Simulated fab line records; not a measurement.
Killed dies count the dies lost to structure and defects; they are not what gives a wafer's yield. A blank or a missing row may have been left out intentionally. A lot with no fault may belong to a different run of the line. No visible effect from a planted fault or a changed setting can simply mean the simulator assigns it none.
Which tool was responsible? ; flow berkeley-cmos170 ; 7 lots with 21 wafers sampled at 2 steps, on a route of 331 steps

== WHAT THE GAUGES SHOWED, per wafer ==
UCB170_PSD_TW_MEAS_10.
lot;measured;on;PSD_TW
L846;day 6 15:56;film-metro-02;2297 2296 2310
L849;day 7 04:26;film-metro-02;2318 2307 2303
L851;day 7 12:58;film-metro-03;2325 2320 2315
L853;day 8 09:37;film-metro-04;2316 2326 2318
L854;day 8 09:49;film-metro-04;2325 2347 2337
L865;day 10 01:57;film-metro-02;2303 2296 2287
L867;day 11 02:16;film-metro-04;2317 2335 2340

== TOOL THAT RAN EACH LOT (tool first, then ch and the chambers of the sampled wafers, then the start) ==
lot;UCB170_PLDD_IMPLANT_09
L846;implanter-04 ch 0, day 6 07:53
L849;implanter-04 ch 0, day 6 21:37
L851;implanter-02 ch 0, day 7 04:32
L853;implanter-02 ch 0, day 8 00:16
L854;implanter-02 ch 0, day 8 00:40
L865;implanter-04 ch 0, day 9 18:31
L867;implanter-04 ch 0, day 10 16:05
- UCB170_PLDD_IMPLANT_09

== THE ANSWER, worked out from the rows above alone ==
Rule: the usual values come from the lots themselves. The widest of any qualifying gaps counts: lots, ordered by their means at a reading, are off when they make up no more than a third of the lots, leave a main group of 4 or more, and stand apart from it by 3 or more times the standard deviation of that group's means. If all means in a main group match to the digits the tables above print for the reading, that group is not used. Also off: a lot with no number at a reading for which 4 or more lots have one. Where the step has rows for the other lots, those lots are counted as sound.
None of the lots is off at any reading shown; this tells nothing.

== WHAT THE SIMULATOR PUT IN ==
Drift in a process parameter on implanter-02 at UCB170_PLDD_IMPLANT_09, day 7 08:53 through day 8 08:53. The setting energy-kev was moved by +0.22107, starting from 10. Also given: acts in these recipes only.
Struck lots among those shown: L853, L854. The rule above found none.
